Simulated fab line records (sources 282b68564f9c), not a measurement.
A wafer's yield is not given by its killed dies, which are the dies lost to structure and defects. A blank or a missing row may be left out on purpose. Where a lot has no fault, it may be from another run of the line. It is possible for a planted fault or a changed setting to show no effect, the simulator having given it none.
Which of the tools did it?	flow ritCmos	14 lots, 42 wafers sampled, at 1 step of a route of 202

## WHAT THE GAUGES SHOWED, per wafer
The record holds no reading of a measuring or inspecting step that can be judged against a usual standard deviation.

## EACH LOT AND THE TOOL THAT RAN IT (in order: tool; ch and the chambers of the sampled wafers; start)
lot	RIT_GATE_ETCH_19
L874	rieSi-01 ch 0,1,2, day 2 14:23
L875	rieSi-02 ch 1,2,3, day 2 17:19
L876	rieSi-01 ch 0,3, day 3 00:23
L878	rieSi-01 ch 0,3, day 3 10:56
L879	rieSi-02 ch 0,1,3, day 3 14:27
L880	rieSi-01 ch 0,2,3, day 3 18:16
L881	rieSi-02 ch 0,1,2, day 4 00:33
L882	rieSi-01 ch 0,1,2, day 4 04:27
L887	rieSi-02 ch 0,2,3, day 5 05:23
L888	rieSi-01 ch 0,1, day 5 11:35
L889	rieSi-02 ch 1,2, day 5 15:37
L890	rieSi-01 ch 0,1,3, day 5 20:52
L891	rieSi-02 ch 0,1, day 6 01:53
L897	rieSi-02 ch 2,3, day 7 10:59
- RIT_GATE_ETCH_19: etches poly-Si in SF6/CHF3/O2, stops on SiO2, time 165 s, target depth 312.5 nm.

## WHAT THE TOOLS THEMSELVES READ (means of the sampled wafers that have a number; where no wafer has one, the mark that the record gives instead)
RIT_GATE_ETCH_19. Usual: CHF3_flow_sccm 30.00 sccm, standard deviation 0.092; drypumpMotorCurrentA 5.7 A, standard deviation 0.36; oesProductAu 0.841 a.u., standard deviation 0.01; runLengthS 193.3 s, standard deviation 0.38; throttleValvePct 10.27 %, standard deviation 0.15.
lot	tool	CHF3_flow_sccm (sccm)	drypumpMotorCurrentA (A)	oesProductAu (a.u.)	runLengthS (s)	throttleValvePct (%)	flag
L874	rieSi-01	30.04	5.8	0.851	193.2	10.27	
L875	rieSi-02	30.07	5.8	0.843	193.5	10.14	
L876	rieSi-01	30.06	5.9	0.834	193.3	10.51	
L878	rieSi-01	30.09	5.8	0.830	193.3	10.45	
L879	rieSi-02	30.05	5.5	0.842	193.0	10.17	
L880	rieSi-01	29.94	5.7	0.838	193.6	10.36	
L881	rieSi-02	30.00	5.5	0.827	193.2	10.19	
L882	rieSi-01	29.99	5.8	0.846	193.3	10.27	
L887	rieSi-02	30.02	5.6	0.834	193.4	10.17	
L888	rieSi-01	29.97	5.9	0.784	210.8	10.37	OFF
L889	rieSi-02	29.97	5.9	0.834	193.7	10.17	
L890	rieSi-01	29.99	6.0	0.784	211.2	10.42	OFF
L891	rieSi-02	29.97	5.2	0.844	193.1	10.22	
L897	rieSi-02	30.23	5.9	0.839	193.4	10.13	

## THE ANSWER, worked out from the rows above alone
Rule: a lot is off if the mean of its wafers that have a number lies more than 3 standard deviations from the usual mean. Also off: a lot with no number at a reading for which 4 or more lots have one. The other lots that the step has rows for count as sound. Order of review: gauges by route order, followed by the tools' own readings, for which a lot's mean as printed above is used. At the first step where some lot is off, the reading lying furthest off is the one used; lots without a number count as furthest.
Off: L888, L890, at RIT_GATE_ETCH_19 (runLengthS).
A tool fits if, at that step or a process step before it, it ran every lot that is off, and no sound lot after the first of them. One fits: RIT_GATE_ETCH_19 on rieSi-01. Its last sound lot is L882 (day 4 04:27), its first lot that is off L888 (day 5 11:35): a fault that began between those two fits.
The tool's own readings at RIT_GATE_ETCH_19 bear it out: on the lots that are off they differ by more than 5 times the standard deviation of the sound lots' means. oesProductAu reads 0.784 a.u. there against 0.839 a.u. on the sound lots; runLengthS reads 211.0 s there against 193.3 s on the sound lots.

## WHAT THE SIMULATOR HAD PUT IN
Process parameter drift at RIT_GATE_ETCH_19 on rieSi-01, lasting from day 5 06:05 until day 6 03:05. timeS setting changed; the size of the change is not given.
Shown lots that were struck: L888, L890. The rule above reached the same finding.
